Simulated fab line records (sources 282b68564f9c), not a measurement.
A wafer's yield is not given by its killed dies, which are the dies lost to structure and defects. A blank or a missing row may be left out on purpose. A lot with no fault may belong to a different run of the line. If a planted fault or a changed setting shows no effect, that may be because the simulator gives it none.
Chamber matching + flow rit-cmos + RIT_CONTACT_CVD_00 on pecvd-03: 3 sister chambers
The step deposits SiO2 from TEOS, target thk 400 nm, time 61 s. 14 wafers are shown with their chamber, then 7 later ones without.

WAFERS, EACH WITH ITS CHAMBER
| wafer  | chamber | heater-power-w (W) |
|--------|---------|--------------------|
| L152.2 | 1       | 369                |
| L152.3 | 0       | 301                |
| L152.4 | 2       | 363                |
| L155.1 | 0       | 359                |
| L155.4 | 1       | 320                |
| L155.5 | 0       | 271                |
| L158.4 | 1       | 343                |
| L158.5 | 0       | 272                |
| L158.6 | 2       | 358                |
| L163.2 | 1       | 388                |
| L163.4 | 1       | 379                |
| L163.6 | 0       | 352                |
| L168.1 | 0       | 295                |
| L168.4 | 2       | 341                |

SIGNATURES (averages over the wafers above)
| reading        | chamber 0 | chamber 1 | chamber 2 | scatter within a chamber |
|----------------|-----------|-----------|-----------|--------------------------|
| heater-power-w | 308.33    | 359.80    | 354.00    | 31.3                     |
Rule: for each reading, subtract the chamber's mean from the wafer's reading, divide by that reading's scatter and square the result; add these up over the readings and take the root, which gives the wafer's distance from the chamber. If the next closest chamber is less than 2 further off than the closest, the wafer can't be placed; otherwise it belongs to the closest. The scatter: take each reading less its chamber's mean, square it, sum over the shown wafers, divide by the number of wafers less the number of chambers, and take the root.

WAFERS WITHOUT THEIR CHAMBER
| wafer  | heater-power-w (W) |
|--------|--------------------|
| L168.6 | 313                |
| L172.1 | 310                |
| L172.3 | 290                |
| L172.5 | 381                |
| L175.1 | 315                |
| L175.4 | 372                |
| L175.6 | 339                |

WHICH CHAMBER EACH WENT THROUGH
| wafer  | from the rows above          | in truth |
|--------|------------------------------|----------|
| L168.6 | can't be placed: 0 or 2 or 1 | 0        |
| L172.1 | can't be placed: 0 or 2 or 1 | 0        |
| L172.3 | can't be placed: 0 or 2 or 1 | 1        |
| L172.5 | can't be placed: 1 or 2 or 0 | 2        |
| L175.1 | can't be placed: 0 or 2 or 1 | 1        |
| L175.4 | can't be placed: 1 or 2 or 0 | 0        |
| L175.6 | can't be placed: 2 or 1 or 0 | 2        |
0 of 7 placed correctly. Unplaceable from these rows: 7, with the true chamber sitting among the candidates in 7. Wrongly placed: 0.
